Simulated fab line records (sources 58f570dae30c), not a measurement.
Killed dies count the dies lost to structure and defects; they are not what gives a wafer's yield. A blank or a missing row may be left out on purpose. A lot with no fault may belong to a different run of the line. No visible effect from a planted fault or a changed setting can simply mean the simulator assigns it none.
What tool caused it? / flow berkeleyCmos170 / 14 lots with 42 wafers sampled at 4 steps, on a route of 331 steps

WHAT EACH GAUGE READ, for each wafer
UCB170_NWELL_THK_MEAS_02.
lot=L286; measured=day 2 05:37; on=filmMetro-03; NWELL_OXIDE_THK (nm)=26.8 26.5 26.7
lot=L288; measured=day 2 23:11; on=filmMetro-04; NWELL_OXIDE_THK (nm)=26.1 26.0 26.5
lot=L289; measured=day 2 23:11; on=filmMetro-01; NWELL_OXIDE_THK (nm)=27.1 26.7 26.4
lot=L290; measured=day 3 11:36; on=filmMetro-03; NWELL_OXIDE_THK (nm)=25.9 26.4 26.2
lot=L291; measured=day 3 16:22; on=filmMetro-03; NWELL_OXIDE_THK (nm)=26.9 26.2 26.3
lot=L292; measured=day 4 02:52; on=filmMetro-03; NWELL_OXIDE_THK (nm)=26.2 26.4 26.3
lot=L293; measured=day 4 02:56; on=filmMetro-03; NWELL_OXIDE_THK (nm)=26.8 26.5 26.3
lot=L294; measured=day 4 02:59; on=filmMetro-01; NWELL_OXIDE_THK (nm)=26.3 26.0 26.2
lot=L295; measured=day 4 12:45; on=filmMetro-01; NWELL_OXIDE_THK (nm)=26.2 26.3 26.3
lot=L297; measured=day 4 17:07; on=filmMetro-01; NWELL_OXIDE_THK (nm)=26.6 26.5 27.0
lot=L298; measured=day 5 01:44; on=filmMetro-04; NWELL_OXIDE_THK (nm)=26.6 26.9 27.3
lot=L301; measured=day 5 06:53; on=filmMetro-04; NWELL_OXIDE_THK (nm)=26.4 26.1 25.7
lot=L304; measured=day 5 22:59; on=filmMetro-01; NWELL_OXIDE_THK (nm)=27.2 27.1 27.4
lot=L305; measured=day 6 11:11; on=filmMetro-03; NWELL_OXIDE_THK (nm)=27.0 26.6 26.6

UCB170_PWELL_THK_MEAS_03.
lot=L286; measured=day 3 00:32; on=filmMetro-02; PWELL_OXIDE_THK (nm)=26.7 26.8 26.4
lot=L288; measured=day 3 20:11; on=filmMetro-02; PWELL_OXIDE_THK (nm)=26.8 27.6 27.3
lot=L289; measured=day 3 20:11; on=filmMetro-01; PWELL_OXIDE_THK (nm)=26.6 27.0 26.7
lot=L290; measured=day 4 10:04; on=filmMetro-01; PWELL_OXIDE_THK (nm)=25.9 26.4 26.1
lot=L291; measured=day 4 10:04; on=filmMetro-02; PWELL_OXIDE_THK (nm)=27.2 26.9 26.6
lot=L292; measured=day 5 00:53; on=filmMetro-02; PWELL_OXIDE_THK (nm)=27.0 26.6 27.3
lot=L293; measured=day 5 02:43; on=filmMetro-02; PWELL_OXIDE_THK (nm)=26.0 26.2 26.7
lot=L294; measured=day 5 02:42; on=filmMetro-04; PWELL_OXIDE_THK (nm)=26.5 26.6 26.9
lot=L295; measured=day 5 08:46; on=filmMetro-02; PWELL_OXIDE_THK (nm)=26.9 26.8 26.9
lot=L297; measured=day 5 08:46; on=filmMetro-01; PWELL_OXIDE_THK (nm)=26.5 26.1 26.3
lot=L298; measured=day 5 16:44; on=filmMetro-04; PWELL_OXIDE_THK (nm)=26.4 26.4 26.2
lot=L301; measured=day 6 00:20; on=filmMetro-04; PWELL_OXIDE_THK (nm)=27.0 26.8 26.6
lot=L304; measured=day 6 18:19; on=filmMetro-02; PWELL_OXIDE_THK (nm)=27.7 26.6 27.1
lot=L305; measured=day 7 02:33; on=filmMetro-02; PWELL_OXIDE_THK (nm)=27.2 27.7 27.8

UCB170_GATE_THK_MEAS_02.
lot=L286; measured=day 6 04:15; on=filmMetro-03; GATE_OXIDE_THK (nm)=6.72 6.62 6.64
lot=L288; measured=day 6 23:19; on=filmMetro-02; GATE_OXIDE_THK (nm)=6.56 6.61 6.59
lot=L289; measured=day 6 23:19; on=filmMetro-04; GATE_OXIDE_THK (nm)=6.40 6.34 6.37
lot=L290; measured=day 7 03:04; on=filmMetro-02; GATE_OXIDE_THK (nm)=6.64 6.69 6.56
lot=L291; measured=day 7 03:04; on=filmMetro-03; GATE_OXIDE_THK (nm)=6.79 6.73 6.71
lot=L292; measured=day 8 03:20; on=filmMetro-02; GATE_OXIDE_THK (nm)=6.69 6.59 6.64
lot=L293; measured=day 8 03:17; on=filmMetro-04; GATE_OXIDE_THK (nm)=6.80 6.77 6.80
lot=L294; measured=day 8 03:20; on=filmMetro-03; GATE_OXIDE_THK (nm)=6.64 6.63 6.47
lot=L295; measured=day 8 03:16; on=filmMetro-02; GATE_OXIDE_THK (nm)=6.74 6.68 6.64
lot=L297; measured=day 8 12:47; on=filmMetro-02; GATE_OXIDE_THK (nm)=8.14 8.17 8.06
lot=L298; measured=day 8 12:48; on=filmMetro-04; GATE_OXIDE_THK (nm)=8.03 8.12 8.00
lot=L301; measured=day 8 23:14; on=filmMetro-04; GATE_OXIDE_THK (nm)=6.37 6.51 6.52
lot=L304; measured=day 9 11:16; on=filmMetro-03; GATE_OXIDE_THK (nm)=6.56 6.57 6.55
lot=L305; measured=day 10 01:50; on=filmMetro-04; GATE_OXIDE_THK (nm)=6.37 6.54 6.35

TOOL THAT RAN EACH LOT (tool first, then ch and the chambers of the sampled wafers, then the start)
lot=L286; UCB170_GATE_OXIDATION_01=furnace-04 ch 0, day 6 02:45
lot=L288; UCB170_GATE_OXIDATION_01=furnace-01 ch 0, day 6 21:49
lot=L289; UCB170_GATE_OXIDATION_01=furnace-01 ch 0, day 6 21:49
lot=L290; UCB170_GATE_OXIDATION_01=furnace-04 ch 0, day 7 01:33
lot=L291; UCB170_GATE_OXIDATION_01=furnace-04 ch 0, day 7 01:33
lot=L292; UCB170_GATE_OXIDATION_01=furnace-03 ch 0, day 8 01:46
lot=L293; UCB170_GATE_OXIDATION_01=furnace-03 ch 0, day 8 01:46
lot=L294; UCB170_GATE_OXIDATION_01=furnace-03 ch 0, day 8 01:46
lot=L295; UCB170_GATE_OXIDATION_01=furnace-03 ch 0, day 8 01:46
lot=L297; UCB170_GATE_OXIDATION_01=furnace-03 ch 0, day 8 11:17
lot=L298; UCB170_GATE_OXIDATION_01=furnace-03 ch 0, day 8 11:17
lot=L301; UCB170_GATE_OXIDATION_01=furnace-01 ch 0, day 8 21:37
lot=L304; UCB170_GATE_OXIDATION_01=furnace-04 ch 0, day 9 09:45
lot=L305; UCB170_GATE_OXIDATION_01=furnace-01 ch 0, day 10 00:19
- UCB170_GATE_OXIDATION_01: target thk 6.6 nm, ox time 1800 s.

AS READ BY THE TOOLS THEMSELVES (means over the sampled wafers that have a number; for cases with no such wafer, the mark the record gives instead)
UCB170_GATE_OXIDATION_01.
lot=L286; tool=furnace-04; spikeTcCentreC (C)=852.1; spikeTcLoadC (C)=880; spikeTcSourceC (C)=869.6; tubeCenterTempC (C)=850.06; tube_center_temp_C_max=852.3; zonePowerCentrePct (%)=47
lot=L288; tool=furnace-01; spikeTcCentreC (C)=851.8; spikeTcLoadC (C)=867; spikeTcSourceC (C)=869.5; tubeCenterTempC (C)=850.01; tube_center_temp_C_max=852.3; zonePowerCentrePct (%)=40
lot=L289; tool=furnace-01; spikeTcCentreC (C)=853.0; spikeTcLoadC (C)=867; spikeTcSourceC (C)=869.0; tubeCenterTempC (C)=849.98; tube_center_temp_C_max=852.1; zonePowerCentrePct (%)=40
lot=L290; tool=furnace-04; spikeTcCentreC (C)=851.3; spikeTcLoadC (C)=879; spikeTcSourceC (C)=870.6; tubeCenterTempC (C)=849.97; tube_center_temp_C_max=852.2; zonePowerCentrePct (%)=46
lot=L291; tool=furnace-04; spikeTcCentreC (C)=850.9; spikeTcLoadC (C)=879; spikeTcSourceC (C)=870.5; tubeCenterTempC (C)=849.98; tube_center_temp_C_max=852.2; zonePowerCentrePct (%)=46
lot=L292; tool=furnace-03; spikeTcCentreC (C)=852.5; spikeTcLoadC (C)=881; spikeTcSourceC (C)=870.3; tubeCenterTempC (C)=850.03; tube_center_temp_C_max=851.8; zonePowerCentrePct (%)=41
lot=L293; tool=furnace-03; spikeTcCentreC (C)=852.0; spikeTcLoadC (C)=880; spikeTcSourceC (C)=870.3; tubeCenterTempC (C)=849.97; tube_center_temp_C_max=852.3; zonePowerCentrePct (%)=41
lot=L294; tool=furnace-03; spikeTcCentreC (C)=853.0; spikeTcLoadC (C)=881; spikeTcSourceC (C)=870.5; tubeCenterTempC (C)=850.03; tube_center_temp_C_max=852.4; zonePowerCentrePct (%)=41
lot=L295; tool=furnace-03; spikeTcCentreC (C)=853.5; spikeTcLoadC (C)=880; spikeTcSourceC (C)=871.0; tubeCenterTempC (C)=849.98; tube_center_temp_C_max=852.2; zonePowerCentrePct (%)=41
lot=L297; tool=furnace-03; spikeTcCentreC (C)=869.7; spikeTcLoadC (C)=897; spikeTcSourceC (C)=886.9; tubeCenterTempC (C)=866.03; tube_center_temp_C_max=868.2; zonePowerCentrePct (%)=41
lot=L298; tool=furnace-03; spikeTcCentreC (C)=869.1; spikeTcLoadC (C)=896; spikeTcSourceC (C)=886.7; tubeCenterTempC (C)=865.97; tube_center_temp_C_max=868.1; zonePowerCentrePct (%)=42
lot=L301; tool=furnace-01; spikeTcCentreC (C)=852.5; spikeTcLoadC (C)=868; spikeTcSourceC (C)=868.2; tubeCenterTempC (C)=849.98; tube_center_temp_C_max=852.3; zonePowerCentrePct (%)=40
lot=L304; tool=furnace-04; spikeTcCentreC (C)=851.2; spikeTcLoadC (C)=879; spikeTcSourceC (C)=870.6; tubeCenterTempC (C)=849.95; tube_center_temp_C_max=851.9; zonePowerCentrePct (%)=46
lot=L305; tool=furnace-01; spikeTcCentreC (C)=852.7; spikeTcLoadC (C)=868; spikeTcSourceC (C)=868.9; tubeCenterTempC (C)=850.02; tube_center_temp_C_max=852.1; zonePowerCentrePct (%)=40

THE ANSWER, worked out from the rows above alone
Rule: usual is defined by the lots themselves. Put in order of their means at a reading, lots are off if they are a third of the lots or fewer, leave a main group of 4 or more, and stand apart from it by a gap of 3 or more times the standard deviation of the main group's means; of several such gaps the widest counts. A main group whose means are all the same, to the digits that the tables above print for the reading, isn't used. Also off: a lot with no number at a reading for which 4 or more lots have one. The other lots that the step has rows for count as sound. After the gauges, taken in route order, come the tools' own readings; for these a lot's mean is taken, as printed above. At the first step where some lot is off, the reading lying furthest off is the one used; lots without a number count as furthest.
Off: at UCB170_GATE_THK_MEAS_02 (GATE_OXIDE_THK), L297, L298. The main group has a mean of 6.59 nm with a standard deviation of 0.12.
If a tool, at a process step before that reading, ran all the lots that are off and no sound lot after the first of them, it fits. Not tried: the gauges at UCB170_GATE_THK_MEAS_02; whatever is off there is also off at UCB170_GATE_OXIDATION_01, on other tools, and gauge error can't account for it. One fits: UCB170_GATE_OXIDATION_01 on furnace-03. A fault onset in the window from L292 (day 8 01:46, its last sound lot) to L297 (day 8 11:17, its first lot off) fits.
The tool's own readings at UCB170_GATE_OXIDATION_01 bear it out: on the lots that are off they differ by more than 5 times the standard deviation of the sound lots' means. spikeTcCentreC reads 869.4 C there against 852.2 C on the sound lots; spikeTcSourceC reads 886.8 C there against 869.9 C on the sound lots; tubeCenterTempC reads 866.00 C there against 850.00 C on the sound lots; tube_center_temp_C_max reads 868.2 there against 852.2 on the sound lots.

WHAT HAD BEEN PUT IN BY THE SIMULATOR
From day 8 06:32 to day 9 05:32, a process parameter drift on furnace-03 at UCB170_GATE_OXIDATION_01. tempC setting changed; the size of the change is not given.
Struck lots among those shown: L297, L298. The rule above found the same.
